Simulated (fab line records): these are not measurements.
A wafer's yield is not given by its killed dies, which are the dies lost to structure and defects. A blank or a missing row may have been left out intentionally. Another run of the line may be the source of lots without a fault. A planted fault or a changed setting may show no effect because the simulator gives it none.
Problem report, 8D (eight disciplines) form, completed by code -- flow ritCmos -- the parts of the form that need people (team, actions taken, sign-off) are left out

== 1. WHAT IS WRONG ==
REOX_OXIDE_THK at RIT_REOX_THK_MEAS_04 reads a mean of 22.3 nm on 6 wafers of 2 lots; wafers without a fault read 25.2 nm with a standard deviation of 0.51. That is -5.7 standard deviations from the usual mean.
Earliest sighting: wafer L427.3 on filmMetro-01 at day 4 18:19. The record holds 42 wafers of 14 lots with a number at this step. Rule for "out", or "out of limits": more than 4 standard deviations from the usual mean. The rest of the wafers with a number are treated as sound.

== 2. WHAT IT IS, AND WHAT IT ISN'T ==
question,is,is not
which readings at this step,REOX_OXIDE_THK,-
which lots,"L427, L431","L419, L420, L421, L422, L423, L424, L426, L435, L436, L437, L439, L440"
which wafers of those lots,all that have a number,-
read on which gauges,filmMetro-01,"filmMetro-02, filmMetro-04"
when,from day 4 18:19,"up to then (21 sound wafers); but 15 sound wafers of L435, L436, L437, L439, L440 came after"

== 3. THE SUSPECTS, EACH WITH WHAT RULES IT OUT ==
Counting: a tool at a process step up to the reading stays a suspect if it ran every lot that is out and no sound lot after the first of them.
- the gauge at RIT_REOX_THK_MEAS_04 has been ruled out. All the wafers that are out were read on filmMetro-01, but those of them that RIT_REOX_OXIDATION_03 has rows for are out there too, on other tools.
- furnace-04 at RIT_REOX_OXIDATION_03 (target thk 25.2 nm, ox time 5580 s): kept. It processed each lot that is out, first L427 at day 4 15:45, and no sound lot thereafter; up to then, the last sound lot it processed was L426 at day 4 08:19. Its own spikeTcCentreC, spikeTcLoadC, spikeTcSourceC, tubeCenterTempC, tube_center_temp_C_max readings are out on those wafers.
The count leaves furnace-04 at RIT_REOX_OXIDATION_03.

== 4. THE CAUSE (what the simulator had put in) ==
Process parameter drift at RIT_REOX_OXIDATION_03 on furnace-04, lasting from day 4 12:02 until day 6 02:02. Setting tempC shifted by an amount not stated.
Counting left only this tool.

== 5. SEQUENCE OF EFFECTS, ordered by route ==
Rows list readings where the struck wafers' mean (over those with a number) sits beyond 3 standard deviations from the usual. Only readings whose record carries a usual standard deviation are examined. hours: median over the lots of the time between each lot's start at the first step of this table that gives one and its start at this step. sigmas: the change, counted in usual standard deviations.
hours,step,reading,usual,on struck wafers,change,sigmas
0,RIT_REOX_OXIDATION_03,spikeTcCentreC,902.4 C,889.7,-12.7,-9.8
0,RIT_REOX_OXIDATION_03,spikeTcLoadC,925.6 C,913.1,-12.5,-8.3
0,RIT_REOX_OXIDATION_03,spikeTcSourceC,920 C,900,-20,-4.6
0,RIT_REOX_OXIDATION_03,tubeCenterTempC,900 C,886,-14,-99 or more
0,RIT_REOX_OXIDATION_03,tube_center_temp_C_max,902.3,888.4,-13.9,-34
3,RIT_REOX_THK_MEAS_04,REOX_OXIDE_THK,25.2 nm,22.3,-2.9,-5.7
Process steps it contains:
- RIT_REOX_OXIDATION_03: target thk 25.2 nm, ox time 5580 s.

== 6. HOW IT WOULD HAVE BEEN CAUGHT EARLIER ==
In this record the first reading out of limits at a measuring or inspecting step was taken at day 4 18:19, 6 hours after the fault began at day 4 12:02.
At RIT_REOX_OXIDATION_03, the tool's own readings (spikeTcCentreC, spikeTcLoadC, spikeTcSourceC, tubeCenterTempC, tube_center_temp_C_max) were out on each struck wafer the step has a row for, so an alarm limit on them would have fired on the first such wafer.
Lots out: 2; of these, L431 started RIT_REOX_OXIDATION_03 on furnace-04 after day 4 18:19. Holding the tool at that time would have saved it.
